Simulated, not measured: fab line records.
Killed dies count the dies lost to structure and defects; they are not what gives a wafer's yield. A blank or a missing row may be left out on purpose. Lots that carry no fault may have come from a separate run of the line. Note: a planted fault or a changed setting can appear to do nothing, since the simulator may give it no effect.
Which tool did it? || flow berkeleyCmos170 || 14 lots with 42 wafers sampled at 2 steps, on a route of 331 steps

## WHAT EACH GAUGE READ, for each wafer
UCB170_CONTACT_CD_MEAS_15: target cd 700 nm.
{"lot": "L279", "measured": "day 8 20:16", "on": "cdSem-01", "cdNm (nm)": "701.0 700.3 701.9"}
{"lot": "L280", "measured": "day 9 02:55", "on": "cdSem-01", "cdNm (nm)": "698.6 697.6 697.1"}
{"lot": "L281", "measured": "day 9 03:10", "on": "cdSem-02", "cdNm (nm)": "698.5 701.0 699.2"}
{"lot": "L282", "measured": "day 9 13:35", "on": "cdSem-02", "cdNm (nm)": "698.9 700.3 698.7"}
{"lot": "L286", "measured": "day 10 03:36", "on": "cdSem-01", "cdNm (nm)": "701.4 699.6 701.3"}
{"lot": "L287", "measured": "day 10 04:31", "on": "cdSem-01", "cdNm (nm)": "701.1 700.6 699.5"}
{"lot": "L285", "measured": "day 10 04:38", "on": "cdSem-02", "cdNm (nm)": "701.9 701.0 700.1"}
{"lot": "L288", "measured": "day 10 13:07", "on": "cdSem-01", "cdNm (nm)": "701.1 700.0 700.2"}
{"lot": "L289", "measured": "day 10 13:35", "on": "cdSem-01", "cdNm (nm)": "698.3 699.8 699.2"}
{"lot": "L291", "measured": "day 11 01:38", "on": "cdSem-02", "cdNm (nm)": "700.7 699.6 697.9"}
{"lot": "L294", "measured": "day 11 10:28", "on": "cdSem-01", "cdNm (nm)": "699.9 699.7 701.8"}
{"lot": "L297", "measured": "day 11 19:01", "on": "cdSem-01", "cdNm (nm)": "699.3 701.8 701.0"}
{"lot": "L299", "measured": "day 12 17:56", "on": "cdSem-01", "cdNm (nm)": "700.6 699.0 701.4"}
{"lot": "L301", "measured": "day 12 19:32", "on": "cdSem-01", "cdNm (nm)": "699.5 699.5 700.1"}

UCB170_M1_THK_MEAS_02: measures by xrf.
{"lot": "L279", "measured": "day 8 21:09", "on": "filmMetro-03", "M1_AL_THK (nm)": "611 601 607"}
{"lot": "L280", "measured": "day 9 03:49", "on": "filmMetro-01", "M1_AL_THK (nm)": "604 601 608"}
{"lot": "L281", "measured": "day 9 04:04", "on": "filmMetro-03", "M1_AL_THK (nm)": "605 595 604"}
{"lot": "L282", "measured": "day 9 14:29", "on": "filmMetro-01", "M1_AL_THK (nm)": "598 591 590"}
{"lot": "L286", "measured": "day 10 04:32", "on": "filmMetro-01", "M1_AL_THK (nm)": "607 610 609"}
{"lot": "L287", "measured": "day 10 05:25", "on": "filmMetro-01", "M1_AL_THK (nm)": "590 594 597"}
{"lot": "L285", "measured": "day 10 05:34", "on": "filmMetro-02", "M1_AL_THK (nm)": "599 601 604"}
{"lot": "L288", "measured": "day 10 14:04", "on": "filmMetro-02", "M1_AL_THK (nm)": "601 600 603"}
{"lot": "L289", "measured": "day 10 14:29", "on": "filmMetro-03", "M1_AL_THK (nm)": "594 598 604"}
{"lot": "L291", "measured": "day 11 02:32", "on": "filmMetro-03", "M1_AL_THK (nm)": "597 594 598"}
{"lot": "L294", "measured": "day 11 11:22", "on": "filmMetro-02", "M1_AL_THK (nm)": "596 596 601"}
{"lot": "L297", "measured": "day 11 19:53", "on": "filmMetro-01", "M1_AL_THK (nm)": "593 594 596"}
{"lot": "L299", "measured": "day 12 18:50", "on": "filmMetro-03", "M1_AL_THK (nm)": "593 598 592"}
{"lot": "L301", "measured": "day 12 20:49", "on": "filmMetro-02", "M1_AL_THK (nm)": "603 593 594"}

## WHICH TOOL RAN EACH LOT (tool, then ch and the chambers of the sampled wafers, then the start)
The record holds no process step before these readings.

## AS READ BY THE TOOLS THEMSELVES (means over the sampled wafers that have a number; for cases with no such wafer, the mark the record gives instead)
The record holds no such reading with a usual standard deviation.

## THE ANSWER, worked out from the rows above alone
Rule: what is usual is taken from the lots themselves. The widest of any qualifying gaps counts: lots, ordered by their means at a reading, are off when they make up no more than a third of the lots, leave a main group of 4 or more, and stand apart from it by 3 or more times the standard deviation of that group's means. If all means in a main group match to the digits the tables above print for the reading, that group is not used. A lot without any number at a reading at which 4 lots or more have one is off too. Any other lot the step has rows for is counted as sound. After the gauges, taken in route order, come the tools' own readings; for these a lot's mean is taken, as printed above. At the first step where some lot is off, the reading lying furthest off is the one used; lots without a number count as furthest.
Across all readings shown, no lot is off: no conclusion can be drawn from this.

## WHAT THE SIMULATOR PUT IN
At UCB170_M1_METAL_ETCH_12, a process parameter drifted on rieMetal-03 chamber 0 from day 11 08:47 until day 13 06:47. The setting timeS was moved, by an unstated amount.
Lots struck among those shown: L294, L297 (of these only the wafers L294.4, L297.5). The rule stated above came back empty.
